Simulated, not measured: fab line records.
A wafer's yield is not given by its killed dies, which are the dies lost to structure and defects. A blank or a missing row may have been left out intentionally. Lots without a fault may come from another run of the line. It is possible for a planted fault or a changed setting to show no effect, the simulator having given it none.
fab line records + flow rit_cmos
record
- lots=6
- wafers=18
- last_day=8
route steps=202 shown M1@184
lots untouched by any fault: they come from a run of this same line in which no faults occurred
start_h: hours from the record's opening day to when the first of the lot's shown wafers began + wait_h: hours elapsed since this lot's preceding step + " repeats the value in the row above + L1.1+2: one row covering several wafers at once + - no value present, or no start provided + * or withheld: withheld + < > ~ a bound
route shown NAME@n: names a module that has steps shown in the file, with the first one's number in the route + usual: mean/standard deviation taken from wafers without a fault + same: alike in all rows + chamber/n: place in a boat + sites: readings site by site + _std_site: how widely they spread, as a standard deviation + _edge_site: inner sites' mean taken away from outer sites' mean + radius_mm: how far each site lies from the wafer's centre + mask NAME#n: copy n + behind: the last tool/chamber to shape the wafer + hold: cause of the lot's hold/its duration in hours/its outcome + device: the transistor (n, p or np) that didn't switch + end of line: the tests these same wafers got at the end of their route + step lacking rows: just its recipe + killed: dies lost to structure and defects at the first sort, not the wafer's yield + map: dies across one wafer; x = killed, . = not, _ = none there
set.NAME: the setting that was run; set.NAME@STEP: the one run at that earlier step + model.NAME: the simulator's own value behind a step, which no gauge read
lots at some steps of the route; a table a step, a row a wafer
services: from which hour (start_h, from the record's first day; less than 0 if before it) a tool's chamber was out of use, for how many hours, and why
## steps
# step RIT_M1_SPUTTER_00
# recipe
- material=Al
- target_thk_nm=400
- power_w=2000
- chamber_pressure_pa=0.4
- gas=Ar
- time_s=500
- substrate_temp_c=25
# usual
- cathode_dc_power_W=2000.0/0.35
- throttle_valve_pct=29.8/0.87
| lot.wafer | tool           | chamber | start_h | wait_h | cathode_dc_power_W | throttle_valve_pct |
|-----------|----------------|---------|---------|--------|--------------------|--------------------|
| L727.2    | pvd_sputter-04 | -       | 72.03   | 0.0    | 1999.6             | 28.0               |
| L727.4    | "              | -       | "       | "      | 2000.3             | 28.6               |
| L727.6    | "              | -       | "       | "      | 1999.6             | 28.4               |
| L730.1    | pvd_sputter-04 | -       | 89.15   | 0.0    | 1999.8             | 29.6               |
| L730.4    | "              | -       | "       | "      | 2000.1             | 28.5               |
| L730.6    | "              | -       | "       | "      | 1999.5             | 28.5               |
| L733.1    | pvd_sputter-04 | -       | 100.74  | 0.0    | 2000.0             | 30.4               |
| L733.5    | "              | -       | "       | "      | 1999.9             | 30.5               |
| L733.6    | "              | -       | "       | "      | 1999.8             | 28.4               |
| L735.1    | pvd_sputter-04 | -       | 107.82  | 0.0    | 2000.4             | 28.3               |
| L735.2    | "              | -       | "       | "      | 2000.0             | 30.2               |
| L735.4    | "              | -       | "       | "      | 2000.8             | 28.7               |
| L742.1    | pvd_sputter-01 | -       | 139.46  | 0.0    | 2000.0             | 30.2               |
| L742.2    | "              | -       | "       | "      | 1999.9             | 30.7               |
| L742.3    | "              | -       | "       | "      | 2000.3             | 30.3               |
| L748.1    | pvd_sputter-01 | -       | 183.19  | 0.0    | 1999.7             | 30.0               |
| L748.5    | "              | -       | "       | "      | 1999.7             | 29.5               |
| L748.6    | "              | -       | "       | "      | 1999.6             | 30.3               |
# step RIT_M1_RS_MEAS_01
# recipe
- thk_meas_gauge=four-point-probe
- reads=Al_of_M1_SPUTTER_00
# usual
- M1_AL_RS=0.0740/0.00075
| lot.wafer | tool          | chamber | start_h | wait_h | M1_AL_RS[ohm/sq] |
|-----------|---------------|---------|---------|--------|------------------|
| L727.2    | film_metro-04 | -       | 72.35   | 0.2    | 0.0734           |
| L727.4    | "             | -       | "       | "      | 0.0732           |
| L727.6    | "             | -       | "       | "      | 0.0725           |
| L730.1    | film_metro-02 | -       | 89.44   | 0.1    | 0.0744           |
| L730.4    | "             | -       | "       | "      | 0.0743           |
| L730.6    | "             | -       | "       | "      | 0.0740           |
| L733.1    | film_metro-02 | -       | 101.03  | 0.1    | 0.0744           |
| L733.5    | "             | -       | "       | "      | 0.0741           |
| L733.6    | "             | -       | "       | "      | 0.0744           |
| L735.1    | film_metro-04 | -       | 108.12  | 0.1    | 0.0744           |
| L735.2    | "             | -       | "       | "      | 0.0741           |
| L735.4    | "             | -       | "       | "      | 0.0736           |
| L742.1    | film_metro-04 | -       | 139.75  | 0.1    | 0.0740           |
| L742.2    | "             | -       | "       | "      | 0.0740           |
| L742.3    | "             | -       | "       | "      | 0.0741           |
| L748.1    | film_metro-01 | -       | 183.48  | 0.1    | 0.0740           |
| L748.5    | "             | -       | "       | "      | 0.0740           |
| L748.6    | "             | -       | "       | "      | 0.0743           |
# step RIT_M1_THK_MEAS_02
# recipe
- thk_meas_gauge=xrf
- reads=Al_of_M1_SPUTTER_00
# usual
- M1_AL_THK=404/4.9
| lot.wafer | tool          | chamber | start_h | wait_h | M1_AL_THK[nm] |
|-----------|---------------|---------|---------|--------|---------------|
| L727.2    | film_metro-04 | -       | 72.46   | 0.1    | 409           |
| L727.4    | "             | -       | "       | "      | 408           |
| L727.6    | "             | -       | "       | "      | 411           |
| L730.1    | film_metro-02 | -       | 89.56   | 0.1    | 404           |
| L730.4    | "             | -       | "       | "      | 405           |
| L730.6    | "             | -       | "       | "      | 408           |
| L733.1    | film_metro-02 | -       | 101.15  | 0.1    | 402           |
| L733.5    | "             | -       | "       | "      | 406           |
| L733.6    | "             | -       | "       | "      | 404           |
| L735.1    | film_metro-04 | -       | 108.24  | 0.1    | 402           |
| L735.2    | "             | -       | "       | "      | 403           |
| L735.4    | "             | -       | "       | "      | 408           |
| L742.1    | film_metro-04 | -       | 139.87  | 0.1    | 405           |
| L742.2    | "             | -       | "       | "      | 402           |
| L742.3    | "             | -       | "       | "      | 405           |
| L748.1    | film_metro-01 | -       | 183.60  | 0.1    | 401           |
| L748.5    | "             | -       | "       | "      | 397           |
| L748.6    | "             | -       | "       | "      | 397           |
# step RIT_M1_HMDS_03
# recipe
- prime_time_s=60
- prime_temp_c=140
# step RIT_M1_COAT_04
# recipe
- resist=NOVOLAK
- spin_rpm=2000
- resist_thk_nm=1300
# step RIT_M1_SOFTBAKE_05
# recipe
- resist=NOVOLAK
- temp_c=90
- time_s=60
# step RIT_M1_EXPOSE_06
# recipe
- mask_id=M12
- na=0.6
- source_shape=conventional
- sigma_outer=0.5
- target_cd_nm=2600
- dose_mj=250
# step RIT_M1_PEB_07
# recipe
- resist=NOVOLAK
- temp_c=withheld
- time_s=withheld
# step RIT_M1_DEVELOP_08
# recipe
- resist=NOVOLAK
- develop_time_s=68
- dev_temp_c=23
# step RIT_M1_CD_MEAS_09
# recipe
- target_cd_nm=2600
# usual
- cd_nm=2599.8/2.1
| lot.wafer | tool      | chamber | start_h | wait_h | cd_nm  |
|-----------|-----------|---------|---------|--------|--------|
| L727.2    | cd_sem-01 | -       | 73.41   | -      | 2598.7 |
| L727.4    | "         | -       | "       | "      | 2600.3 |
| L727.6    | "         | -       | "       | "      | 2597.8 |
| L730.1    | cd_sem-01 | -       | 90.64   | -      | 2601.0 |
| L730.4    | "         | -       | "       | "      | 2597.8 |
| L730.6    | "         | -       | "       | "      | 2597.9 |
| L733.1    | cd_sem-02 | -       | 102.37  | -      | 2601.9 |
| L733.5    | "         | -       | "       | "      | 2600.8 |
| L733.6    | "         | -       | "       | "      | 2600.8 |
| L735.1    | cd_sem-01 | -       | 109.35  | -      | 2601.8 |
| L735.2    | "         | -       | "       | "      | 2603.5 |
| L735.4    | "         | -       | "       | "      | 2602.5 |
| L742.1    | cd_sem-01 | -       | 140.81  | -      | 2597.1 |
| L742.2    | "         | -       | "       | "      | 2598.6 |
| L742.3    | "         | -       | "       | "      | 2596.8 |
| L748.1    | cd_sem-02 | -       | 185.00  | -      | 2599.0 |
| L748.5    | "         | -       | "       | "      | 2598.0 |
| L748.6    | "         | -       | "       | "      | 2601.1 |
# step RIT_M1_OVL_MEAS_10
# usual
- M1_OVL=-0.8/1.6
| lot.wafer | tool       | chamber | start_h | wait_h | M1_OVL[nm] |
|-----------|------------|---------|---------|--------|------------|
| L727.2    | overlay-01 | -       | 73.51   | 0.1    | -0.9       |
| L727.4    | "          | -       | "       | "      | -1.7       |
| L727.6    | "          | -       | "       | "      | -1.0       |
| L730.1    | overlay-01 | -       | 90.76   | 0.1    | 1.6        |
| L730.4    | "          | -       | "       | "      | 0.5        |
| L730.6    | "          | -       | "       | "      | 1.0        |
| L733.1    | overlay-02 | -       | 102.49  | 0.1    | 0.9        |
| L733.5    | "          | -       | "       | "      | 0.9        |
| L733.6    | "          | -       | "       | "      | 0.2        |
| L735.1    | overlay-01 | -       | 109.47  | 0.1    | -1.1       |
| L735.2    | "          | -       | "       | "      | -1.2       |
| L735.4    | "          | -       | "       | "      | -1.3       |
| L742.1    | overlay-02 | -       | 140.93  | 0.1    | 0.3        |
| L742.2    | "          | -       | "       | "      | 0.6        |
| L742.3    | "          | -       | "       | "      | 1.7        |
| L748.1    | overlay-02 | -       | 185.12  | 0.1    | -1.0       |
| L748.5    | "          | -       | "       | "      | 0.8        |
| L748.6    | "          | -       | "       | "      | 0.8        |
# step RIT_M1_HARDBAKE_11
# recipe
- resist=NOVOLAK
- temp_c=140
- time_s=120
# step RIT_M1_METAL_ETCH_12
# recipe
- stop_on=SiO2
- chemistry=Cl2/BCl3
- target=Al
- time_s=165
- over_etch_frac=0.5
- pressure_mtorr=100
- target_depth_a=6000
- rf_w=250
- Cl2_flow_sccm=60
- bcl3_flow_sccm=50
# usual
- drypump_motor_current_A=5.7/0.53
- mfc_cl2_sccm=60.02/0.2
- oes_product_au=0.775/0.011
- run_length_s=193.2/0.44
- throttle_valve_pct=8.40/0.12
| lot.wafer | tool         | chamber | start_h | wait_h | drypump_motor_current_A | mfc_cl2_sccm | oes_product_au | rf_hours_counter_h | run_length_s | throttle_valve_pct |
|-----------|--------------|---------|---------|--------|-------------------------|--------------|----------------|--------------------|--------------|--------------------|
| L727.2    | rie_metal-01 | 1       | 73.79   | 0.2    | 6.3                     | 59.90        | 0.780          | 4                  | 193.5        | 8.57               |
| L727.4    | "            | 1       | "       | "      | 6.2                     | 59.74        | 0.770          | -                  | 193.2        | 8.55               |
| L727.6    | "            | 1       | "       | "      | 6.3                     | 59.73        | 0.773          | -                  | 193.3        | 8.56               |
| L730.1    | rie_metal-01 | 1       | 91.04   | 0.2    | 6.2                     | 59.79        | 0.766          | 4                  | 193.8        | 8.55               |
| L730.4    | "            | 0       | "       | "      | 5.6                     | 59.90        | 0.777          | -                  | 194.2        | 8.28               |
| L730.6    | "            | 0       | "       | "      | 5.6                     | 60.08        | 0.779          | -                  | 194.1        | 8.29               |
| L733.1    | rie_metal-01 | 1       | 102.83  | 0.2    | 6.3                     | 60.09        | 0.766          | 4                  | 193.2        | 8.55               |
| L733.5    | "            | 1       | "       | "      | 6.2                     | 60.30        | 0.772          | -                  | 193.4        | 8.57               |
| L733.6    | "            | 0       | "       | "      | 5.6                     | 59.85        | 0.760          | -                  | 199.2        | 8.28               |
| L735.1    | rie_metal-01 | 1       | 109.85  | 0.2    | 6.3                     | 60.33        | 0.775          | 5                  | 193.2        | 8.57               |
| L735.2    | "            | 0       | "       | "      | 5.6                     | 60.10        | 0.765          | 5                  | 198.7        | 8.29               |
| L735.4    | "            | 0       | "       | "      | 5.5                     | 59.96        | 0.762          | -                  | 199.1        | 8.29               |
| L742.1    | rie_metal-02 | 0       | 141.22  | 0.2    | 5.8                     | 60.27        | 0.768          | 2                  | 192.8        | 8.53               |
| L742.2    | "            | 1       | "       | "      | 6.4                     | 60.28        | 0.787          | 2                  | 193.2        | 8.40               |
| L742.3    | "            | 0       | "       | "      | 5.8                     | 60.04        | 0.769          | -                  | 192.8        | 8.53               |
| L748.1    | rie_metal-02 | 0       | 185.69  | 0.2    | 5.7                     | 59.71        | 0.776          | 2                  | 192.9        | 8.50               |
| L748.5    | "            | 1       | "       | "      | 6.4                     | 59.90        | 0.789          | -                  | 193.2        | 8.40               |
| L748.6    | "            | 0       | "       | "      | 5.7                     | 59.98        | 0.773          | -                  | 192.9        | 8.52               |
# step RIT_M1_STRIP_13
# recipe
- chemistry=nmp
- resist=NOVOLAK
- temp_c=80
- time_s=600
- dry=n2_spin
# step RIT_M1_PROBE_99
# usual
- defect_limited_yield=97.6/1
- killed_at_contacts=0.1/0.23
- killed_at_front_end=6.2/2.8
- killed_dies=6.3/2.7
- killed_on_rim=1.7/1.3
- killed_open=3.1/2
- killed_short=3.2/1.8
- sort_bin_3_pad_short=0.1/0.18
- sort_bin_5_function=1.3/0.73
- sort_bin_6_memory=1.0/0.62
- sort_n_pass=257.7/2.7
- sort_yield_pct=97.6/1
# same
- gross_dies=264
- killed_at_M0_to_M3=0
- killed_at_M4_up=0
- killed_at_back_side=0
- killed_at_other=0
| lot.wafer | tool      | chamber | start_h | wait_h | defect_limited_yield[%] | killed_at_contacts | killed_at_front_end | killed_dies | killed_on_rim | killed_open | killed_short | sort_bin_3_pad_short[%] | sort_bin_5_function[%] | sort_bin_6_memory[%] | sort_n_pass | sort_yield_pct[%] |
|-----------|-----------|---------|---------|--------|-------------------------|--------------------|---------------------|-------------|---------------|-------------|--------------|-------------------------|------------------------|----------------------|-------------|-------------------|
| L727.2    | prober-02 | -       | 76.10   | 0.1    | 98.1                    | 0                  | 5                   | 5           | 2             | 0           | 5            | 0                       | 0.8                    | 1.1                  | 259.0       | 98.1              |
| L727.4    | prober-02 | -       | 76.20   | 0.2    | 98.1                    | 0                  | 5                   | 5           | 1             | 2           | 3            | 0                       | 1.1                    | 0.8                  | 259.0       | 98.1              |
| L727.6    | prober-02 | -       | 76.30   | 0.2    | 96.2                    | 0                  | 10                  | 10          | 1             | 5           | 5            | 0                       | 1.9                    | 1.9                  | 254.0       | 96.2              |
| L730.1    | prober-01 | -       | 93.50   | 0.1    | 97.7                    | 0                  | 6                   | 6           | 2             | 5           | 1            | 0                       | 1.5                    | 0.8                  | 258.0       | 97.7              |
| L730.4    | prober-01 | -       | 93.65   | 0.2    | 96.6                    | 0                  | 9                   | 9           | 4             | 6           | 3            | 0.4                     | 1.9                    | 1.1                  | 255.0       | 96.6              |
| L730.6    | prober-01 | -       | 93.75   | 0.2    | 98.1                    | 0                  | 5                   | 5           | 2             | 1           | 4            | 0                       | 0.8                    | 1.1                  | 259.0       | 98.1              |
| L733.1    | prober-01 | -       | 105.09  | 0.1    | 98.1                    | 0                  | 5                   | 5           | 2             | 3           | 2            | 0                       | 1.1                    | 0.8                  | 259.0       | 98.1              |
| L733.5    | prober-01 | -       | 105.29  | 0.2    | 98.9                    | 0                  | 3                   | 3           | 0             | 1           | 2            | 0                       | 0                      | 1.1                  | 261.0       | 98.9              |
| L733.6    | prober-01 | -       | 105.34  | 0.2    | 98.1                    | 0                  | 5                   | 5           | 2             | 3           | 2            | 0                       | 1.5                    | 0.4                  | 259.0       | 98.1              |
| L735.1    | prober-01 | -       | 112.10  | 0.1    | 98.5                    | 0                  | 4                   | 4           | 2             | 2           | 2            | 0                       | 1.5                    | 0                    | 260.0       | 98.5              |
| L735.2    | prober-01 | -       | 112.15  | 0.1    | 98.1                    | 0                  | 5                   | 5           | 1             | 3           | 2            | 0.4                     | 0.4                    | 1.1                  | 259.0       | 98.1              |
| L735.4    | prober-01 | -       | 112.25  | 0.2    | 97.7                    | 1                  | 5                   | 6           | 1             | 3           | 3            | 0                       | 1.9                    | 0.4                  | 258.0       | 97.7              |
| L742.1    | prober-02 | -       | 143.89  | 0.1    | 97.0                    | 0                  | 8                   | 8           | 3             | 5           | 3            | 0                       | 1.9                    | 1.1                  | 256.0       | 97.0              |
| L742.2    | prober-02 | -       | 143.94  | 0.1    | 95.8                    | 1                  | 10                  | 11          | 3             | 5           | 6            | 0.4                     | 3.0                    | 0.8                  | 253.0       | 95.8              |
| L742.3    | prober-02 | -       | 143.99  | 0.2    | 96.6                    | 0                  | 9                   | 9           | 3             | 4           | 5            | 0.4                     | 1.5                    | 1.5                  | 255.0       | 96.6              |
| L748.1    | prober-02 | -       | 187.95  | 0.1    | 98.9                    | 1                  | 2                   | 3           | 1             | 1           | 2            | 0.4                     | 0.4                    | 0.4                  | 261.0       | 98.9              |
| L748.5    | prober-02 | -       | 188.15  | 0.2    | 98.5                    | 0                  | 4                   | 4           | 2             | 2           | 2            | 0.4                     | 0.4                    | 0.8                  | 260.0       | 98.5              |
| L748.6    | prober-02 | -       | 188.20  | 0.2    | 97.3                    | 1                  | 6                   | 7           | 1             | 5           | 2            | 0                       | 1.1                    | 1.5                  | 257.0       | 97.3              |
# killed by level:class
L727.2 GATE:geometric_particle:short=3 FOX1:geometric_particle:short=1 SPACER:geometric_particle:short=1
L727.4 SPACER:geometric_particle:short=2 REOX:geometric_particle:short=1 REOX:geometric_particle:open=1 SILICIDE:geometric_particle:open=1
L727.6 GATE:geometric_particle:open=2 SPACER:geometric_particle:short=2 FOX1:geometric_particle:open=1 FOX2:geometric_particle:short=1 GATE:geometric_particle:short=1 REOX:geometric_particle:short=1 REOX:geometric_particle:open=1 SPACER:geometric_particle:open=1
L730.1 FOX2:geometric_particle:open=2 GATE:geometric_particle:open=2 SPACER:geometric_particle:open=1 SILICIDE:geometric_particle:short=1
L730.4 SPACER:geometric_particle:open=3 GATE:geometric_particle:short=2 GATE:geometric_particle:open=2 FOX2:geometric_particle:open=1 FOX2:geometric_particle:short=1
L730.6 FOX2:geometric_particle:short=2 GATE:geometric_particle:short=2 GATE:geometric_particle:open=1
L733.1 ACTIVE:geometric_particle:short=1 FOX1:geometric_particle:open=1 FOX1:geometric_particle:short=1 FOX2:geometric_particle:open=1 REOX:geometric_particle:open=1
L733.5 GATE:geometric_particle:short=1 SPACER:geometric_particle:open=1 SPACER:geometric_particle:short=1
L733.6 GATE:geometric_particle:open=3 GATE:geometric_particle:short=1 SILICIDE:geometric_particle:short=1
L735.1 FOX1:geometric_particle:short=1 FOX1:geometric_particle:open=1 GATE:geometric_particle:open=1 GATE:geometric_particle:short=1
L735.2 FOX1:geometric_particle:open=2 FOX1:geometric_particle:short=1 FOX2:geometric_particle:short=1 GATE:geometric_particle:open=1
L735.4 FOX1:geometric_particle:open=2 FOX1:geometric_particle:short=1 GATE:geometric_particle:short=1 REOX:geometric_particle:open=1 CONTACT:geometric_particle:short=1
L742.1 FOX1:geometric_particle:open=1 FOX2:geometric_particle:open=1 GATE:geometric_particle:open=1 GATE:geometric_particle:short=1 REOX:geometric_particle:open=1 SPACER:geometric_particle:short=1 SILICIDE:geometric_particle:short=1 SILICIDE:geometric_particle:open=1
L742.2 FOX2:geometric_particle:short=2 FOX1:geometric_particle:short=1 FOX1:geometric_particle:open=1 GATE:geometric_particle:open=1 REOX:geometric_particle:open=1 REOX:geometric_particle:short=1 SPACER:geometric_particle:open=1 SPACER:geometric_particle:short=1
L742.3 GATE:geometric_particle:short=3 GATE:geometric_particle:open=2 REOX:geometric_particle:short=1 REOX:geometric_particle:open=1 SPACER:geometric_particle:short=1 SILICIDE:geometric_particle:open=1
L748.1 GATE:geometric_particle:short=1 SPACER:geometric_particle:open=1 CONTACT:geometric_particle:short=1
L748.5 REOX:geometric_particle:short=2 GATE:geometric_particle:open=1 SPACER:geometric_particle:open=1
L748.6 GATE:geometric_particle:open=3 FOX1:geometric_particle:open=1 SILICIDE:geometric_particle:open=1 SILICIDE:geometric_particle:short=1 CONTACT:geometric_particle:short=1
## services
| tool           | chamber | start_h | hours | kind   |
|----------------|---------|---------|-------|--------|
| pvd_sputter-01 | -       | 51.14   | 2.0   | repair |
| rie_metal-02   | 0       | 66.56   | 4.9   | repair |
| pvd_sputter-01 | -       | 99.46   | 6.6   | repair |
| pvd_sputter-01 | -       | 115.72  | 1.0   | repair |
## key
first_sign
- step=RIT_M1_METAL_ETCH_12
- reading=run_length_s
- direction=up
- sigmas=13
- usual=*
- struck=*
effect none on later readings
met_at RIT_M1_METAL_ETCH_12
struck_wafers L733.6,L735.2,L735.4
onset_between 91.04 102.83
fault
- kind=process_parameter_drift
- tool=rie_metal-01
- chamber=0
- onset_h=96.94
- steps=RIT_M1_METAL_ETCH_12
- channel=time_s
- offset=*
- shape=step
- end_h=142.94
- stated=*
